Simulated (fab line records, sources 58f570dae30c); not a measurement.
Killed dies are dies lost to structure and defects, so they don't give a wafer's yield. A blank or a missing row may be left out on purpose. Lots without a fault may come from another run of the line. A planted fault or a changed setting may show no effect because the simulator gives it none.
Which tool did it? | flow berkeley_cmos170 | 7 lots, 21 wafers sampled, at 3 steps of a route of 331

WHAT THE GAUGES READ, wafer by wafer
UCB170_M3_CD_MEAS_90: target cd 700 nm.
lot  | measured     | on        | cd_nm (nm)
L629 | day 9 15:41  | cd_sem-01 | 699 698 700
L626 | day 9 17:52  | cd_sem-02 | - - -
L639 | day 11 17:46 | cd_sem-01 | 703 699 697
L643 | day 12 16:17 | cd_sem-02 | 702 702 704
L642 | day 12 22:02 | cd_sem-01 | 694 696 700
L647 | day 14 02:46 | cd_sem-01 | 695 702 696
L648 | day 14 15:04 | cd_sem-01 | 698 699 698

WHICH TOOL RAN EACH LOT (tool, then ch and the chambers of the sampled wafers, then the start)
lot  | UCB170_M3_METAL_ETCH_18           | UCB170_M3_STRIP_19
L629 | rie_metal-02 ch 0,1, day 9 15:24  | plasma_asher-02 ch 0,1, day 9 15:35
L626 | rie_metal-01 ch 0, day 9 17:25    | plasma_asher-01 ch 0,1, day 9 17:44
L639 | rie_metal-01 ch 0,1, day 11 17:29 | plasma_asher-01 ch 0,1, day 11 17:38
L643 | rie_metal-01 ch 0,1, day 12 15:53 | plasma_asher-02 ch 0,1, day 12 16:04
L642 | rie_metal-03 ch 0,1, day 12 21:44 | plasma_asher-01 ch 1, day 12 21:55
L647 | rie_metal-03 ch 0,1, day 14 02:29 | plasma_asher-02 ch 0,1, day 14 02:40
L648 | rie_metal-01 ch 0,1, day 14 14:46 | plasma_asher-01 ch 0,1, day 14 14:58
- UCB170_M3_METAL_ETCH_18: etches Al in Cl2/BCl3, stops on SiO2, target depth 1170 nm, time 195 s.
- UCB170_M3_STRIP_19: strips in O2.

THE ANSWER, worked out from the rows above alone
Rule: what is usual is taken from the lots themselves. Put in order of their means at a reading, lots are off if they are a third of the lots or fewer, leave a main group of 4 or more, and stand apart from it by a gap of 3 or more times the standard deviation of the main group's means; of several such gaps the widest counts. A main group whose means are all the same, to the digits that the tables above print for the reading, isn't used. A lot without any number at a reading at which 4 lots or more have one is off too. The other lots that the step has rows for count as sound.
Off: L626, at UCB170_M3_CD_MEAS_90 (cd_nm). Without a number there: L626. The main group: mean 699 nm, standard deviation 1.9.
A tool fits if, at a process step before that reading, it ran every lot that is off, and no sound lot after the first of them. The gauges at UCB170_M3_CD_MEAS_90 are tried like those tools. None of those tried fits.

WHAT THE SIMULATOR HAD PUT IN
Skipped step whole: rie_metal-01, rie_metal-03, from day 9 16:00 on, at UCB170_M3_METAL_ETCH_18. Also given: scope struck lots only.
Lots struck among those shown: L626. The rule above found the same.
